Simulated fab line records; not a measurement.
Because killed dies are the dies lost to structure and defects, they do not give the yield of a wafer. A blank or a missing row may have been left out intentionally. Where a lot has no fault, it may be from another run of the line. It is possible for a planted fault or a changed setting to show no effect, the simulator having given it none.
Chamber matching -- flow berkeley_cmos170 -- rie_si-01 running UCB170_GATE_ETCH_15: 4 sister chambers
The step etches poly-Si in HBr/Cl2, stops on SiO2, time 56.3 s, target depth 278.2 nm. 14 wafers are shown with their chamber, then 7 later ones without.

WAFERS PAIRED WITH THEIR CHAMBERS
wafer,chamber,throttle_valve_pct (%),drypump_motor_current_A (A),oes_product_au (a.u.)
L414.1,3,26.28,5.98,0.831
L414.4,0,26.09,5.57,0.837
L414.5,2,26.83,5.97,0.823
L423.1,0,26.08,5.57,0.841
L423.3,2,26.83,5.97,0.815
L423.6,1,26.50,5.66,0.818
L421.2,1,26.49,5.68,0.814
L421.3,3,26.30,6.00,0.834
L421.5,2,26.82,5.97,0.816
L429.1,0,26.08,5.59,0.845
L429.2,3,26.29,5.98,0.835
L429.6,0,26.08,5.57,0.851
L430.2,1,26.50,5.68,0.822
L430.4,2,26.84,5.98,0.820

SIGNATURES, as means of the wafers listed above
reading,chamber 0,chamber 1,chamber 2,chamber 3,scatter within a chamber
throttle_valve_pct,26.0825,26.4967,26.8300,26.2900,0.00736
drypump_motor_current_A,5.5750,5.6733,5.9725,5.9867,0.00953
oes_product_au,0.84350,0.81800,0.81850,0.83333,0.00434
Rule: for each reading, subtract the chamber's mean from the wafer's reading, divide by that reading's scatter and square the result; add these up over the readings and take the root, which gives the wafer's distance from the chamber. The wafer belongs to the nearest chamber; if the next one is less than 2 further off, it can't be placed. The scatter: the root of (the sum of the squares of (reading less its chamber's mean) over the shown wafers, divided by (wafers less chambers)).

WAFERS WITH NO CHAMBER GIVEN
wafer,throttle_valve_pct (%),drypump_motor_current_A (A),oes_product_au (a.u.)
L430.6,26.50,5.64,0.821
L434.1,26.83,5.96,0.819
L434.3,26.08,5.55,0.838
L434.5,26.83,5.94,0.817
L432.3,26.50,5.65,0.807
L433.1,26.50,5.67,0.840
L433.2,26.83,5.96,0.838

WHICH CHAMBER EACH ONE RAN IN
wafer,from the rows above,in truth
L430.6,1,1
L434.1,2,2
L434.3,0,0
L434.5,2,2
L432.3,1,1
L433.1,1,1
L433.2,2,2
Correctly placed: 7 of 7. Number that these rows cannot place: 0. Placed wrongly: 0.
